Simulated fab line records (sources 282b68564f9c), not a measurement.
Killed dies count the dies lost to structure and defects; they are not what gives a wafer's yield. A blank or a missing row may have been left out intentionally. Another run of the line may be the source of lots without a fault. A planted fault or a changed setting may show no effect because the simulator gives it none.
fab line records / flow ritCmos
record lots=14 wafers=42 lastDay=7
route steps=202 shown CONTACT@173
lots with no fault: from the same line, run without faults
startH: the number of hours between the record's first day and the start of the first shown wafer of the lot / waitH: hours since the lot's step before / " the same as in the row above / L1.1+2: a row that stands for several wafers / - either no value or no given start / * or withheld: withheld / < > ~ a bound
route shown NAME@n: NAME is a module with steps in the file, n the number in the route of the first one / usual: mean and standard deviation over wafers with no fault / same: alike in all rows / chamber/n: place in a boat / sites: per-site readings / _std_site: standard deviation of those values / _edge_site: the outer-site mean with the inner-site mean subtracted / radiusMm: for every site, how far away it sits from the centre of the wafer / mask NAME#n: copy n / behind: the last tool/chamber to shape the wafer / hold: why the lot was held/for how many hours/how that ended / device: whichever transistor did not switch (one of n, p or np) / end of line: tests run on the same wafers once the route is complete / a step without rows: its recipe alone / killed: the dies lost at the first sort to structure and to defects; this is not the yield of the wafer / map: a wafer's dies, x killed, . not, _ none there
set.NAME: the run value of the setting; set.NAME@STEP: its run value at that earlier step / model.NAME: the simulator's own value behind a step, which no gauge read
one table for each step of the route and one row for each wafer, over a sample of lots
services: the hour from which a tool's chamber was out of use, counted from the record's first day as startH (under 0 if before that day), plus the number of hours and why
## steps
# step RIT_CONTACT_EXPOSE_05
# recipe maskId=M11 na=0.6 sourceShape=conventional sigmaOuter=0.5 targetCdNm=1000 doseMj=250
lot.wafer=L497.1+4+5 tool=ilineStepper-01 chamber=0 startH=51.67 waitH=0.1 mask=M11#0
lot.wafer=L498.1+2+4 tool=ilineStepper-02 chamber=0 startH=55.94 waitH=0.2 mask=M11#0
lot.wafer=L500.1+3+5 tool=ilineStepper-02 chamber=0 startH=68.43 waitH=0.1 mask=M11#0
lot.wafer=L501.1+2+3 tool=ilineStepper-02 chamber=0 startH=72.45 waitH=0.1 mask=M11#0
lot.wafer=L502.1+3+5 tool=ilineStepper-01 chamber=0 startH=77.14 waitH=0.4 mask=M11#0
lot.wafer=L504.1+2+5 tool=ilineStepper-02 chamber=0 startH=88.90 waitH=0.2 mask=M11#0
lot.wafer=L507.2+4+5 tool=ilineStepper-02 chamber=0 startH=113.96 waitH=0.1 mask=M11#0
lot.wafer=L509.2+4+5 tool=ilineStepper-01 chamber=0 startH=115.24 waitH=0.2 mask=M11#0
lot.wafer=L510.1+4+5 tool=ilineStepper-02 chamber=0 startH=127.87 waitH=0.2 mask=M11#0
lot.wafer=L512.3+4+5 tool=ilineStepper-01 chamber=0 startH=136.64 waitH=0.2 mask=M11#0
lot.wafer=L513.1+3+5 tool=ilineStepper-02 chamber=0 startH=136.84 waitH=0.5 mask=M11#0
lot.wafer=L514.2+4+6 tool=ilineStepper-02 chamber=0 startH=142.86 waitH=0.1 mask=M11#0
lot.wafer=L516.4+5+6 tool=ilineStepper-02 chamber=0 startH=151.28 waitH=0.2 mask=M11#0
lot.wafer=L519.4+5+6 tool=ilineStepper-02 chamber=0 startH=162.69 waitH=0.2 mask=M11#0
# step RIT_CONTACT_OVL_MEAS_09
# usual CONTACT_OVL=-0.2/1.4
lot.wafer=L497.1 tool=overlay-02 chamber=- startH=52.41 waitH=0.1 CONTACT_OVL[nm]=0.5
lot.wafer=L497.4 tool=overlay-02 chamber=- startH=52.41 waitH=0.1 CONTACT_OVL[nm]=-0.1
lot.wafer=L497.5 tool=overlay-02 chamber=- startH=52.41 waitH=0.1 CONTACT_OVL[nm]=0.3
lot.wafer=L498.1 tool=overlay-01 chamber=- startH=56.58 waitH=0.1 CONTACT_OVL[nm]=-1.0
lot.wafer=L498.2 tool=overlay-01 chamber=- startH=56.58 waitH=0.1 CONTACT_OVL[nm]=-0.7
lot.wafer=L498.4 tool=overlay-01 chamber=- startH=56.58 waitH=0.1 CONTACT_OVL[nm]=-2.0
lot.wafer=L500.1 tool=overlay-01 chamber=- startH=69.07 waitH=0.1 CONTACT_OVL[nm]=-0.5
lot.wafer=L500.3 tool=overlay-01 chamber=- startH=69.07 waitH=0.1 CONTACT_OVL[nm]=-0.8
lot.wafer=L500.5 tool=overlay-01 chamber=- startH=69.07 waitH=0.1 CONTACT_OVL[nm]=1.2
lot.wafer=L501.1 tool=overlay-01 chamber=- startH=73.08 waitH=0.1 CONTACT_OVL[nm]=1.4
lot.wafer=L501.2 tool=overlay-01 chamber=- startH=73.08 waitH=0.1 CONTACT_OVL[nm]=1.4
lot.wafer=L501.3 tool=overlay-01 chamber=- startH=73.08 waitH=0.1 CONTACT_OVL[nm]=1.7
lot.wafer=L502.1 tool=overlay-02 chamber=- startH=77.85 waitH=0.1 CONTACT_OVL[nm]=-2.8
lot.wafer=L502.3 tool=overlay-02 chamber=- startH=77.85 waitH=0.1 CONTACT_OVL[nm]=-4.5
lot.wafer=L502.5 tool=overlay-02 chamber=- startH=77.85 waitH=0.1 CONTACT_OVL[nm]=-2.6
lot.wafer=L504.1 tool=overlay-01 chamber=- startH=89.54 waitH=0.1 CONTACT_OVL[nm]=0.0
lot.wafer=L504.2 tool=overlay-01 chamber=- startH=89.54 waitH=0.1 CONTACT_OVL[nm]=-0.8
lot.wafer=L504.5 tool=overlay-01 chamber=- startH=89.54 waitH=0.1 CONTACT_OVL[nm]=-0.3
lot.wafer=L507.2 tool=overlay-01 chamber=- startH=114.59 waitH=0.1 CONTACT_OVL[nm]=-0.7
lot.wafer=L507.4 tool=overlay-01 chamber=- startH=114.59 waitH=0.1 CONTACT_OVL[nm]=0.5
lot.wafer=L507.5 tool=overlay-01 chamber=- startH=114.59 waitH=0.1 CONTACT_OVL[nm]=0.8
lot.wafer=L509.2 tool=overlay-02 chamber=- startH=115.86 waitH=0.1 CONTACT_OVL[nm]=239.8
lot.wafer=L509.4 tool=overlay-02 chamber=- startH=115.86 waitH=0.1 CONTACT_OVL[nm]=241.1
lot.wafer=L509.5 tool=overlay-02 chamber=- startH=115.86 waitH=0.1 CONTACT_OVL[nm]=238.9
lot.wafer=L510.1 tool=overlay-02 chamber=- startH=128.51 waitH=0.1 CONTACT_OVL[nm]=0.4
lot.wafer=L510.4 tool=overlay-02 chamber=- startH=128.51 waitH=0.1 CONTACT_OVL[nm]=-0.9
lot.wafer=L510.5 tool=overlay-02 chamber=- startH=128.51 waitH=0.1 CONTACT_OVL[nm]=0.9
lot.wafer=L512.3 tool=overlay-02 chamber=- startH=137.25 waitH=0.1 CONTACT_OVL[nm]=238.2
lot.wafer=L512.4 tool=overlay-02 chamber=- startH=137.25 waitH=0.1 CONTACT_OVL[nm]=237.3
lot.wafer=L512.5 tool=overlay-02 chamber=- startH=137.25 waitH=0.1 CONTACT_OVL[nm]=238.3
lot.wafer=L513.1 tool=overlay-02 chamber=- startH=137.48 waitH=0.1 CONTACT_OVL[nm]=-0.3
lot.wafer=L513.3 tool=overlay-02 chamber=- startH=137.48 waitH=0.1 CONTACT_OVL[nm]=0.5
lot.wafer=L513.5 tool=overlay-02 chamber=- startH=137.48 waitH=0.1 CONTACT_OVL[nm]=0.4
lot.wafer=L514.2 tool=overlay-01 chamber=- startH=143.48 waitH=0.1 CONTACT_OVL[nm]=1.2
lot.wafer=L514.4 tool=overlay-01 chamber=- startH=143.48 waitH=0.1 CONTACT_OVL[nm]=0.5
lot.wafer=L514.6 tool=overlay-01 chamber=- startH=143.48 waitH=0.1 CONTACT_OVL[nm]=-0.7
lot.wafer=L516.4 tool=overlay-02 chamber=- startH=151.88 waitH=0.1 CONTACT_OVL[nm]=-0.2
lot.wafer=L516.5 tool=overlay-02 chamber=- startH=151.88 waitH=0.1 CONTACT_OVL[nm]=0.2
lot.wafer=L516.6 tool=overlay-02 chamber=- startH=151.88 waitH=0.1 CONTACT_OVL[nm]=-1.0
lot.wafer=L519.4 tool=overlay-01 chamber=- startH=163.29 waitH=0.1 CONTACT_OVL[nm]=-1.7
lot.wafer=L519.5 tool=overlay-01 chamber=- startH=163.29 waitH=0.1 CONTACT_OVL[nm]=-2.2
lot.wafer=L519.6 tool=overlay-01 chamber=- startH=163.29 waitH=0.1 CONTACT_OVL[nm]=-2.3
## services
tool=ilineStepper-02 chamber=- startH=36.43 hours=1.7 kind=pm
tool=ilineStepper-01 chamber=- startH=96.99 hours=1.7 kind=pm
## key
firstSign step=RIT_CONTACT_OVL_MEAS_09 reading=CONTACT_OVL direction=up sigmas=99+ usual=-0.2 struck=238.9
effect none on later readings
metAt RIT_CONTACT_EXPOSE_05
struckLots L509,L512
testerLeftOut L509,L512
onsetBetween 77.14 115.24
fault kind=scannerMatchingOverlay tool=ilineStepper-01 chamber=- onsetH=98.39 steps=RIT_CONTACT_EXPOSE_05 offset=240
# testerLeftOut: of these lots the tester's yield and bins aren't shown, on N5 and GAA mostly nor the transistor test; their killed dies are dies lost to structure and defects alone, not to doping, threshold or leakage, so they don't give the yield
